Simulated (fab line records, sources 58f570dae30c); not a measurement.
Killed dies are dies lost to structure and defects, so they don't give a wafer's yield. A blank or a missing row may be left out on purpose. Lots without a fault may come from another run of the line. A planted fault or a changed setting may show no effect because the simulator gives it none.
A struck lot beside a sound one | flow berkeley_cmos170 | 43 steps out of a route of 331
Sound: wafers L289.1, L289.2, L289.5. Struck: wafers L300.1, L300.2, L300.5. The cause comes at the end.
At each step with rows: each side's tool, then ch and its chambers, then its first start. Under that, the readings that differ: sound wafers | struck wafers | difference of the means | sigmas: that difference in standard deviations of wafers without a fault.
alike: readings whose means differ by less than 2 such deviations, and words and numbers that are the same on both sides. not compared: withheld readings, readings that some wafer has no value for, bounds like >300 that may hide the same value, and numbers for which the record gives no deviation and whose values overlap.
The two part at a step that has a row with sigmas, a row that says differs or no value, or rows on one side only. Numbers that don't overlap but have no deviation are shown without sigmas and don't part them. A reading that every wafer of one side lacks parts them only if that side has two wafers or more.

first, 4 steps without rows for these wafers: UCB170_PWELL_WET_ETCH_19 (etches Si3N4 in H3PO4, time 14400 s); UCB170_PWELL_WET_ETCH_20 (etches SiO2 in BOE, time 22 s); UCB170_WELLDRIVE_CLEAN_00 (cleans in SPM, time 600 s); UCB170_WELLDRIVE_OXIDATION_01 (target thk 199 nm, ox time 9000 s).
UCB170_WELLDRIVE_THK_MEAS_02:
  sound on film_metro-04, day 3 23:26; struck on film_metro-01, day 6 15:15
  alike: WELLDRIVE_OXIDE_THK
then, 5 steps without rows for these wafers: UCB170_WELLDRIVE_ANNEAL_03 (time 900 s); UCB170_WELLDRIVE_WET_ETCH_04 (etches SiO2 in BOE, time 120 s); UCB170_ACTIVE_CLEAN_00 (cleans in SPM, time 600 s); UCB170_ACTIVE_CLEAN_01 (cleans in dHF, time 60 s); UCB170_ACTIVE_OXIDATION_02 (target thk 26.4 nm, ox time 1260 s).
UCB170_ACTIVE_THK_MEAS_03:
  sound on film_metro-04, day 4 12:44; struck on film_metro-03, day 7 02:12
  alike: ACTIVE_OXIDE_THK
then, 1 step without rows for these wafers: UCB170_ACTIVE_ANNEAL_04 (time 900 s).
UCB170_ACTIVE_CVD_05: deposits Si3N4 from SiH2Cl2/NH3, target thk 220 nm, time 3300 s.
  sound on lpcvd-02 ch 0, day 4 21:05; struck on lpcvd-01 ch 0, day 7 11:20
  alike: zone_power_load_pct, zone_power_source_pct
UCB170_ACTIVE_THK_MEAS_06:
  sound on film_metro-03, day 4 22:59; struck on film_metro-03, day 7 13:16
  reading                 | sound             | struck            | difference | sigmas
  ACTIVE_NITRIDE_THK (nm) | 214.2 216.5 215.6 | 219.2 220.8 219.0 | +4.2       | +2
then, 6 steps without rows for these wafers: UCB170_ACTIVE_HMDS_07 (prime time 60 s); UCB170_ACTIVE_COAT_08 (resist thk 900 nm); UCB170_ACTIVE_SOFTBAKE_09 (time 60 s); UCB170_ACTIVE_EXPOSE_10 (exposes mask ACTIVE, target cd 1200 nm); UCB170_ACTIVE_PEB_11; UCB170_ACTIVE_DEVELOP_12 (develop time 45 s).
UCB170_ACTIVE_CD_MEAS_13: target cd 1200 nm.
  sound on cd_sem-01, day 5 00:47; struck on cd_sem-02, day 7 14:54
  alike: cd_nm
UCB170_ACTIVE_OVL_MEAS_14:
  sound on overlay-01, day 5 00:54; struck on overlay-01, day 7 15:01
  alike: ACTIVE_OVL
UCB170_ACTIVE_ETCH_15: etches Si3N4 in CH3F/Ar/O2, stops on SiO2, target depth 242 nm, time 151 s.
  sound on rie_diel-01 ch 0,3, day 5 00:56; struck on rie_diel-01 ch 1,2,3, day 7 15:03
  alike: drypump_motor_current_A, oes_product_au, throttle_valve_pct
  not compared: rf_hours_counter_h
UCB170_ACTIVE_STRIP_16: strips in O2.
  sound on plasma_asher-01 ch 0,1, day 5 01:02; struck on plasma_asher-01 ch 0,1, day 7 15:10
  alike: drypump_motor_current_A, oes_product_au, strip_time_to_endpoint_s
  not compared: rf_hours_counter_h
UCB170_ACTIVE_CD_MEAS_90: target cd 1200 nm.
  sound on cd_sem-02, day 5 01:08; struck on cd_sem-02, day 7 15:16
  reading    | sound                | struck               | difference | sigmas
  cd_nm (nm) | 1199.6 1197.7 1197.5 | 1201.7 1200.4 1201.2 | +2.8       | +2
then, 7 steps without rows for these wafers: UCB170_ACTIVE_CLEAN_17 (cleans in SPM, time 600 s); UCB170_PFIELD_HMDS_00 (prime time 60 s); UCB170_PFIELD_COAT_01 (resist thk 900 nm); UCB170_PFIELD_SOFTBAKE_02 (time 60 s); UCB170_PFIELD_EXPOSE_03 (exposes mask PFIELD, target cd 1500 nm); UCB170_PFIELD_PEB_04; UCB170_PFIELD_DEVELOP_05 (develop time 45 s).
UCB170_PFIELD_OVL_MEAS_06:
  sound on overlay-02, day 5 02:57; struck on overlay-01, day 7 17:25
  alike: PFIELD_OVL
then, 1 step without rows for these wafers: UCB170_PFIELD_IMPLANT_07.
UCB170_PFIELD_STRIP_08: strips in O2.
  sound on plasma_asher-02 ch 0,1, day 5 03:08; struck on plasma_asher-04 ch 0,1, day 7 17:37
  alike: drypump_motor_current_A, oes_product_au, strip_time_to_endpoint_s
  not compared: rf_hours_counter_h
UCB170_PFIELD_TW_MEAS_09:
  sound on film_metro-04, day 5 03:14; struck on film_metro-03, day 7 17:43
  alike: PFIELD_TW
then, 2 steps without rows for these wafers: UCB170_FIELD_CLEAN_00 (cleans in dHF, time 7.5 s); UCB170_FIELD_OXIDATION_01 (target thk 558.3 nm, ox time 7200 s).
UCB170_FIELD_THK_MEAS_02:
  sound on film_metro-01, day 5 10:05; struck on film_metro-01, day 8 02:05
  alike: FIELD_OXIDE_THK
then, 3 steps without rows for these wafers: UCB170_FIELD_ANNEAL_03 (time 1200 s); UCB170_FIELD_WET_ETCH_04 (etches SiO2 in dHF, time 60 s); UCB170_FIELD_WET_ETCH_05 (etches Si3N4 in H3PO4, time 12600 s).
-- the record jumps here: 4 days lie between the struck wafers' starts before and after (it left off in module FIELD and takes up again in module M3, whose first step shown is number 331 of the route) --
UCB170_M3_PROBE_99:
  the record has rows for the struck wafers here (prober-02, day 12 05:41) and none for the sound ones

WHERE THEY PART
First at UCB170_ACTIVE_THK_MEAS_06; last, within this record, at UCB170_M3_PROBE_99.

WHY: what the simulator had put in
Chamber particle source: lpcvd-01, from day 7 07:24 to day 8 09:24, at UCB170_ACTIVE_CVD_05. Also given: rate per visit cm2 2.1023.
